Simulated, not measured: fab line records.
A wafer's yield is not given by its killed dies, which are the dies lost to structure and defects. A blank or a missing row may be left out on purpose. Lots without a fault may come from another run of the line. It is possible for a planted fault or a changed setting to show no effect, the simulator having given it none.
fab line records	flow berkeley-cmos170
record lots=14	wafers=42	last-day=13
route steps=331 shown NLDD@168 M1@248
lots that met no fault: taken from a fault-free run of the same line
start-h: hours from the record's opening day to when the first of the lot's shown wafers began	wait-h: time in hours since the lot's previous step	" same as the row above	L1.1+2: one row covering several wafers at once	- no value present, or no start provided	* or withheld: withheld	< > ~ a bound
route shown NAME@n: NAME is a module with steps in the file, n the number in the route of the first one	usual: mean and standard deviation over wafers with no fault	same: alike in all rows	chamber/n: place in a boat	sites: per-site readings	_std_site: the standard deviation of these	_edge_site: outer sites' mean less inner sites'	radius-mm: for every site, how far away it sits from the centre of the wafer	mask NAME#n: copy n	behind: the most recent tool/chamber to have shaped the wafer	hold: reason for holding the lot/hours on hold/outcome of the hold	device: whichever transistor did not switch (one of n, p or np)	end of line: the tests these same wafers got at the end of their route	step lacking rows: just its recipe	killed: not the wafer's yield, but the dies lost to structure and defects at the first sort	map: dies across one wafer; x = killed, . = not, _ = none there
set.NAME: the run value of the setting; set.NAME@STEP: its run value at that earlier step	model.NAME: the simulator's own value behind a step, which no gauge read
route steps across a sampled set of lots; one table per step, one row per wafer
services: the hour from which a tool's chamber was out of use, counted from the record's first day as start-h (under 0 if before that day), plus the number of hours and why
## steps
# step UCB170_NLDD_STRIP_10
# recipe chemistry=O2	power-w=400	pressure-mtorr=3500	platen-temp-c=withheld	o2-flow-sccm=400	overash-fraction=0.5
# usual drypump-motor-current-A=5.7/0.32	oes-product-au=0.734/0.0043	strip-time-to-endpoint-s=21.62/0.059
lot.wafer	tool	chamber	start-h	wait-h	drypump-motor-current-A	oes-product-au	rf-hours-counter-h	strip-time-to-endpoint-s
L175.1	plasma-asher-04	1	164.66	0.1	5.4	0.732	38	21.63
L175.2	"	0	"	"	5.1	0.731	38	21.57
L175.3	"	1	"	"	5.4	0.735	-	21.58
L178.2	plasma-asher-04	0	167.46	0.1	5.1	0.739	39	21.57
L178.3	"	1	"	"	5.4	0.731	-	21.53
L178.5	"	1	"	"	5.4	0.730	-	21.58
L179.3	plasma-asher-02	1	202.56	0.1	5.7	0.731	-	21.67
L179.4	"	0	"	"	6.0	0.739	-	21.64
L179.6	"	0	"	"	6.0	0.736	-	21.65
L181.1	plasma-asher-04	1	202.85	0.1	5.4	0.729	43	21.66
L181.3	"	0	"	"	5.1	0.743	-	21.62
L181.5	"	1	"	"	5.4	0.737	-	21.64
L180.1	plasma-asher-03	1	203.52	0.1	5.4	0.734	48	21.69
L180.4	"	1	"	"	5.4	0.737	-	21.65
L180.5	"	0	"	"	5.9	0.738	-	21.69
L186.1	plasma-asher-02	0	210.95	0.1	6.0	0.733	10	21.66
L186.3	"	1	"	"	5.7	0.744	-	21.66
L186.4	"	0	"	"	6.0	0.733	-	21.62
L184.2	plasma-asher-02	1	211.25	0.1	5.7	0.737	10	21.53
L184.4	"	1	"	"	5.7	0.736	-	21.49
L184.6	"	0	"	"	6.0	0.733	-	21.55
L183.2	plasma-asher-03	0	211.48	0.1	6.0	0.733	49	21.60
L183.5	"	1	"	"	5.4	0.733	-	21.60
L183.6	"	0	"	"	6.0	0.734	-	21.61
L188.2	plasma-asher-02	0	243.47	0.1	6.1	0.739	14	21.76
L188.3	"	1	"	"	5.7	0.744	-	21.73
L188.6	"	0	"	"	6.1	0.733	-	21.71
L189.1	plasma-asher-04	0	243.61	0.1	5.2	0.732	47	21.63
L189.2	"	1	"	"	5.4	0.743	47	21.63
L189.5	"	1	"	"	5.4	0.736	-	21.65
L190.2	plasma-asher-03	0	243.77	0.1	5.9	0.737	53	21.60
L190.3	"	1	"	"	5.4	0.728	-	21.53
L190.4	"	0	"	"	6.0	0.734	-	21.59
L193.1	plasma-asher-02	1	260.32	0.1	5.7	0.738	15	21.57
L193.4	"	0	"	"	6.1	0.733	-	21.72
L193.6	"	1	"	"	5.7	0.741	-	21.63
L195.1	plasma-asher-03	1	260.92	0.1	5.4	0.737	54	21.62
L195.4	"	1	"	"	5.4	0.731	-	21.69
L195.5	"	0	"	"	5.9	0.749	-	21.67
L194.1	plasma-asher-02	0	261.41	0.1	6.0	0.732	16	21.61
L194.4	"	0	"	"	6.1	0.736	-	21.65
L194.6	"	1	"	"	5.7	0.726	-	21.57
# step UCB170_M1_OVL_MEAS_10
# usual M1_OVL=1/5.2
lot.wafer	tool	chamber	start-h	wait-h	M1_OVL[nm]
L175.1	overlay-02	-	187.96	0.1	2
L175.2	"	-	"	"	12
L175.3	"	-	"	"	-1
L178.2	overlay-02	-	188.24	0.1	10
L178.3	"	-	"	"	5
L178.5	"	-	"	"	5
L179.3	overlay-02	-	222.18	0.1	-3
L179.4	"	-	"	"	2
L179.6	"	-	"	"	-5
L181.1	overlay-02	-	222.44	0.1	11
L181.3	"	-	"	"	6
L181.5	"	-	"	"	12
L180.1	overlay-01	-	223.14	0.1	-4
L180.4	"	-	"	"	5
L180.5	"	-	"	"	-2
L186.1	overlay-01	-	231.19	0.1	-3
L186.3	"	-	"	"	4
L186.4	"	-	"	"	-1
L184.2	overlay-02	-	232.03	0.1	4
L184.4	"	-	"	"	0
L184.6	"	-	"	"	4
L183.2	overlay-01	-	233.07	0.1	-3
L183.5	"	-	"	"	-4
L183.6	"	-	"	"	-4
L188.2	overlay-01	-	275.05	0.1	-6
L188.3	"	-	"	"	-1
L188.6	"	-	"	"	-3
L189.1	overlay-01	-	278.21	0.1	-3
L189.2	"	-	"	"	8
L189.5	"	-	"	"	2
L190.2	overlay-01	-	278.46	0.1	-3
L190.3	"	-	"	"	2
L190.4	"	-	"	"	0
L193.1	overlay-01	-	285.26	0.1	5
L193.4	"	-	"	"	3
L193.6	"	-	"	"	1
L194.1	overlay-01	-	286.30	0.1	-8
L194.4	"	-	"	"	-10
L194.6	"	-	"	"	-3
L195.1	overlay-01	-	287.01	0.1	-9
L195.4	"	-	"	"	-10
L195.5	"	-	"	"	-10
# step UCB170_M1_ETCH_11
# recipe chemistry=N2/H2	target-depth-a=withheld	overetch-a=withheld	target=BARC	time-s=withheld	source-w=500	bias-w=100	pressure-mtorr=30	n2-flow-sccm=100	h2-flow-sccm=200
# usual drypump-motor-current-A=6.0/0.55	oes-product-au=1.007/0.022	throttle-valve-pct=13.26/0.17
lot.wafer	tool	chamber	start-h	wait-h	drypump-motor-current-A	oes-product-au	throttle-valve-pct
L175.1	rie-diel-03	1	188.00	0.0	5.2	0.987	13.49
L175.2	"	0	"	"	6.2	0.991	13.03
L175.3	"	3	"	"	6.4	1.014	13.22
L178.2	rie-diel-02	1	188.27	0.0	6.6	0.986	13.33
L178.3	"	3	"	"	6.6	0.985	13.13
L178.5	"	1	"	"	6.6	0.973	13.33
L179.3	rie-diel-03	2	222.21	0.0	5.0	1.005	13.04
L179.4	"	1	"	"	5.3	0.989	13.48
L179.6	"	0	"	"	6.3	0.992	13.03
L181.1	rie-diel-02	2	222.47	0.0	6.2	1.000	13.43
L181.3	"	1	"	"	6.6	0.973	13.33
L181.5	"	2	"	"	6.2	1.010	13.43
L180.1	rie-diel-03	2	223.17	0.0	5.0	0.985	13.04
L180.4	"	1	"	"	5.3	0.979	13.49
L180.5	"	0	"	"	6.3	0.989	13.03
L186.1	rie-diel-04	3	231.23	0.0	5.4	1.038	13.05
L186.3	"	2	"	"	6.6	0.994	13.50
L186.4	"	3	"	"	5.3	1.032	13.05
L184.2	rie-diel-02	1	232.06	0.0	6.6	0.987	13.33
L184.4	"	1	"	"	6.6	0.977	13.35
L184.6	"	0	"	"	5.8	1.035	13.43
L183.2	rie-diel-02	0	233.10	0.0	5.8	1.034	13.42
L183.5	"	0	"	"	5.8	1.034	13.43
L183.6	"	1	"	"	6.6	0.975	13.33
L188.2	rie-diel-02	0	275.08	0.0	5.9	1.037	13.42
L188.3	"	1	"	"	6.6	0.971	13.32
L188.6	"	3	"	"	6.5	1.001	13.12
L189.1	rie-diel-04	2	278.25	0.0	6.6	1.004	13.48
L189.2	"	3	"	"	5.3	1.043	13.06
L189.5	"	1	"	"	5.5	1.036	13.21
L190.2	rie-diel-03	1	278.49	0.0	5.2	0.990	13.49
L190.3	"	0	"	"	6.2	0.988	13.02
L190.4	"	1	"	"	5.2	0.993	13.47
L193.1	rie-diel-04	3	285.30	0.0	5.3	1.024	13.06
L193.4	"	2	"	"	6.6	0.991	13.51
L193.6	"	3	"	"	5.3	1.030	13.04
L194.1	rie-diel-03	1	286.34	0.0	5.3	0.998	13.48
L194.4	"	0	"	"	6.3	0.995	13.04
L194.6	"	2	"	"	5.1	1.012	13.05
L195.1	rie-diel-03	2	287.04	0.0	5.0	1.005	13.08
L195.4	"	0	"	"	6.2	0.991	13.03
L195.5	"	1	"	"	5.3	0.990	13.49
# step UCB170_M1_METAL_ETCH_12
# recipe chemistry=Cl2/BCl3	target=Al	stop-on=PSG	pressure-mtorr=12	target-depth-a=7800	over-etch-frac=0.3	time-s=130	icp-w=600	bias-w=120	Cl2_flow_sccm=90	bcl3-flow-sccm=45
# usual drypump-motor-current-A=5.6/0.32	mfc-cl2-sccm=90.05/0.25	oes-product-au=0.850/0.012	over-etch-frac=0.3/0	throttle-valve-pct=24.21/0.23
lot.wafer	tool	chamber	start-h	wait-h	drypump-motor-current-A	mfc-cl2-sccm	oes-product-au	over-etch-frac	rf-hours-counter-h	throttle-valve-pct
L175.1	rie-metal-04	0	188.04	-	5.5	89.98	0.851	0.3	19	24.14
L175.2	"	1	"	"	6.2	89.74	0.848	0.3	6	24.27
L175.3	"	0	"	"	5.5	90.23	0.860	0.3	-	24.16
L178.2	rie-metal-01	0	188.31	-	5.2	89.98	0.843	0.3	9	24.28
L178.3	"	0	"	"	5.2	90.19	0.850	0.3	-	24.29
L178.5	"	1	"	"	5.7	90.19	0.846	0.3	-	23.88
L179.3	rie-metal-01	1	222.29	-	5.8	89.86	0.855	0.3	-	23.90
L179.4	"	0	"	"	5.2	89.88	0.846	0.3	-	24.29
L179.6	"	0	"	"	5.2	90.07	0.854	0.3	-	24.28
L181.1	rie-metal-02	1	222.51	-	5.4	90.28	0.839	0.3	5	24.62
L181.3	"	1	"	"	5.4	90.08	0.843	0.3	-	24.63
L181.5	"	0	"	"	5.4	89.97	0.877	0.3	-	24.04
L180.1	rie-metal-01	1	223.22	-	5.7	89.88	0.725	0.75	6	23.94
L180.4	"	1	"	"	5.7	90.11	0.728	0.75	-	23.96
L180.5	"	0	"	"	5.2	90.17	0.726	0.75	-	24.35
L186.1	rie-metal-04	0	231.27	-	5.5	90.16	0.834	0.3	0	24.18
L186.3	"	1	"	"	6.2	90.24	0.842	0.3	-	24.28
L186.4	"	0	"	"	5.5	90.04	0.841	0.3	-	24.18
L184.2	rie-metal-04	0	232.11	-	5.5	90.17	0.831	0.3	0	24.19
L184.4	"	1	"	"	6.1	89.87	0.841	0.3	-	24.27
L184.6	"	0	"	"	5.5	89.60	0.837	0.3	-	24.21
L183.2	rie-metal-01	0	233.14	-	5.2	90.09	0.745	0.75	11	24.34
L183.5	"	0	"	"	5.2	90.21	0.738	0.75	-	24.36
L183.6	"	1	"	"	5.7	90.21	0.746	0.75	-	23.94
L188.2	rie-metal-04	1	275.12	-	6.1	89.46	0.850	0.3	9	24.28
L188.3	"	0	"	"	5.5	90.18	0.832	0.3	-	24.18
L188.6	"	0	"	"	5.5	90.03	0.844	0.3	-	24.17
L189.1	rie-metal-02	1	278.29	-	5.4	89.87	0.839	0.3	6	24.64
L189.2	"	1	"	"	5.4	89.74	0.831	0.3	-	24.63
L189.5	"	1	"	"	5.4	90.13	0.830	0.3	-	24.64
L190.2	rie-metal-04	0	278.53	-	5.5	90.03	0.831	0.3	1	24.20
L190.3	"	0	"	"	5.5	89.97	0.836	0.3	-	24.20
L190.4	"	1	"	"	6.1	89.89	0.847	0.3	-	24.30
L193.1	rie-metal-02	1	285.34	-	5.4	90.29	0.851	0.3	6	24.62
L193.4	"	0	"	"	5.4	89.84	0.866	0.3	-	24.05
L193.6	"	0	"	"	5.4	90.02	0.869	0.3	-	24.03
L194.1	rie-metal-04	1	286.38	-	6.2	89.70	0.849	0.3	9	24.28
L194.4	"	1	"	"	6.1	89.60	0.843	0.3	-	24.27
L194.6	"	0	"	"	5.5	89.99	0.846	0.3	-	24.19
L195.1	rie-metal-02	0	287.09	-	5.4	89.79	0.869	0.3	7	24.05
L195.4	"	1	"	"	5.4	90.40	0.847	0.3	-	24.61
L195.5	"	0	"	"	5.4	90.27	0.866	0.3	-	24.03
# step UCB170_M1_STRIP_13
# recipe chemistry=O2	power-w=400	pressure-mtorr=3500	platen-temp-c=withheld	o2-flow-sccm=400	overash-fraction=0.5
# usual drypump-motor-current-A=5.6/0.34	oes-product-au=0.720/0.0041
lot.wafer	tool	chamber	start-h	wait-h	drypump-motor-current-A	oes-product-au	rf-hours-counter-h
L175.1	plasma-asher-04	0	188.17	0.1	5.1	0.725	42
L175.2	"	1	"	"	5.4	0.722	42
L175.3	"	1	"	"	5.4	0.718	-
L178.2	plasma-asher-03	1	188.45	0.1	5.4	0.722	46
L178.3	"	1	"	"	5.4	0.722	-
L178.5	"	1	"	"	5.4	0.714	-
L179.3	plasma-asher-03	1	222.42	0.1	5.4	0.721	-
L179.4	"	0	"	"	6.0	0.725	-
L179.6	"	0	"	"	5.9	0.724	-
L181.1	plasma-asher-04	0	222.65	0.1	5.1	0.718	45
L181.3	"	1	"	"	5.4	0.720	-
L181.5	"	1	"	"	5.4	0.722	-
L180.1	plasma-asher-04	0	223.35	0.1	5.1	0.615	45
L180.4	"	1	"	"	5.4	0.626	-
L180.5	"	0	"	"	5.1	0.608	-
L186.1	plasma-asher-01	0	231.40	0.1	5.8	0.718	49
L186.3	"	1	"	"	6.2	0.718	-
L186.4	"	0	"	"	5.8	0.716	-
L184.2	plasma-asher-01	1	232.24	0.1	6.2	0.716	49
L184.4	"	1	"	"	6.2	0.714	-
L184.6	"	1	"	"	6.1	0.716	-
L183.2	plasma-asher-03	0	233.28	0.1	6.0	0.608	51
L183.5	"	0	"	"	6.0	0.612	-
L183.6	"	1	"	"	5.4	0.620	-
L188.2	plasma-asher-01	1	275.26	0.1	6.2	0.716	53
L188.3	"	1	"	"	6.1	0.720	-
L188.6	"	1	"	"	6.1	0.716	-
L189.1	plasma-asher-01	0	278.56	0.2	5.7	0.725	53
L189.2	"	1	"	"	6.1	0.722	53
L189.5	"	0	"	"	5.8	0.723	-
L190.2	plasma-asher-03	0	278.67	0.1	5.9	0.717	56
L190.3	"	0	"	"	6.0	0.728	-
L190.4	"	1	"	"	5.4	0.720	-
L193.1	plasma-asher-04	1	285.47	0.1	5.4	0.723	50
L193.4	"	0	"	"	5.1	0.728	-
L193.6	"	0	"	"	5.1	0.719	-
L194.1	plasma-asher-03	0	286.52	0.1	6.0	0.722	57
L194.4	"	1	"	"	5.4	0.729	-
L194.6	"	1	"	"	5.4	0.712	-
L195.1	plasma-asher-01	1	287.22	0.1	6.1	0.722	54
L195.4	"	1	"	"	6.1	0.718	-
L195.5	"	0	"	"	5.8	0.724	-
# step UCB170_M1_CD_MEAS_90
# recipe target-cd-nm=700
# usual cd-nm=700.3/2.6
lot.wafer	tool	chamber	start-h	wait-h	cd-nm
L175.1	cd-sem-01	-	188.27	0.1	702.1
L175.2	"	-	"	"	700.1
L175.3	"	-	"	"	700.6
L178.2	cd-sem-02	-	188.57	0.1	699.2
L178.3	"	-	"	"	694.4
L178.5	"	-	"	"	703.2
L179.3	cd-sem-02	-	222.52	0.1	704.0
L179.4	"	-	"	"	701.7
L179.6	"	-	"	"	700.2
L181.1	cd-sem-02	-	222.75	0.1	700.9
L181.3	"	-	"	"	698.0
L181.5	"	-	"	"	698.4
L180.1	cd-sem-02	-	223.45	0.1	691.8
L180.4	"	-	"	"	693.4
L180.5	"	-	"	"	686.5
L186.1	cd-sem-01	-	231.50	0.1	699.4
L186.3	"	-	"	"	701.1
L186.4	"	-	"	"	698.9
L184.2	cd-sem-02	-	232.36	0.1	700.4
L184.4	"	-	"	"	701.3
L184.6	"	-	"	"	701.1
L183.2	cd-sem-02	-	233.40	0.1	689.2
L183.5	"	-	"	"	689.7
L183.6	"	-	"	"	697.9
L188.2	cd-sem-01	-	275.38	0.1	701.4
L188.3	"	-	"	"	698.2
L188.6	"	-	"	"	700.2
L189.1	cd-sem-01	-	278.66	0.1	700.4
L189.2	"	-	"	"	700.7
L189.5	"	-	"	"	699.6
L190.2	cd-sem-02	-	278.79	0.1	698.5
L190.3	"	-	"	"	696.7
L190.4	"	-	"	"	700.8
L193.1	cd-sem-02	-	285.57	0.1	697.7
L193.4	"	-	"	"	699.2
L193.6	"	-	"	"	699.5
L194.1	cd-sem-01	-	286.62	0.1	701.2
L194.4	"	-	"	"	701.0
L194.6	"	-	"	"	700.2
L195.1	cd-sem-02	-	287.35	0.1	695.6
L195.4	"	-	"	"	697.7
L195.5	"	-	"	"	696.2
## services
tool	chamber	start-h	hours	kind
plasma-asher-02	-	150.82	14.6	pm
rie-metal-04	0	188.81	-	clean
rie-metal-04	0	188.81	21.9	scheduled-down
rie-metal-04	0	188.81	21.9	vent-cycle
rie-metal-02	1	194.12	3.7	repair
plasma-asher-04	-	195.78	6.0	repair
rie-diel-04	0	199.30	53.6	repair
rie-diel-03	2	202.08	-	clean
rie-diel-03	2	202.08	14.5	scheduled-down
rie-diel-03	2	202.08	14.5	vent-cycle
rie-diel-03	3	219.37	5.3	repair
rie-diel-02	3	221.57	-	clean
rie-diel-02	3	221.57	17.4	scheduled-down
rie-diel-02	3	221.57	17.4	vent-cycle
plasma-asher-04	-	231.39	4.7	repair
rie-diel-02	2	244.02	8.7	repair
rie-diel-02	1	244.05	3.3	repair
plasma-asher-02	-	252.43	1.0	repair
plasma-asher-04	-	254.25	15.7	repair
rie-diel-02	2	255.81	-	clean
rie-diel-02	2	255.81	26.2	scheduled-down
rie-diel-02	2	255.81	26.2	vent-cycle
rie-diel-03	2	258.21	23.7	repair
rie-metal-02	0	270.01	10.5	repair
## key
first-sign step=UCB170_M1_METAL_ETCH_12	reading=over-etch-frac	direction=up	sigmas=99+	usual=0.3	struck=0.75
effect step=UCB170_M1_METAL_ETCH_12	reading=oes-product-au	direction=down	sigmas=9.6	usual=0.850	struck=0.735
effect step=UCB170_M1_STRIP_13	reading=oes-product-au	direction=down	sigmas=26	usual=0.720	struck=0.615
effect step=UCB170_M1_CD_MEAS_90	reading=cd-nm	direction=down	sigmas=3.5	usual=700.3	struck=691.4
met-at UCB170_M1_METAL_ETCH_12
struck-lots L180,L183
sort-left-out L183.2,L183.5,L183.6
not-acting-at UCB170_NLDD_STRIP_10,UCB170_M1_OVL_MEAS_10,UCB170_M1_ETCH_11
onset-between 222.29 223.22
fault kind=process-parameter-drift	tool=rie-metal-01	chamber=-	onset-h=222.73	steps=UCB170_M1_METAL_ETCH_12	channel=over-etch-frac	offset=0.45	shape=step	end-h=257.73	acts-in=these-recipes-only	stated=0.3
# sort-left-out: the simulated sort isn't trusted on such a fault, so these wafers' sort isn't shown, and their yield isn't known
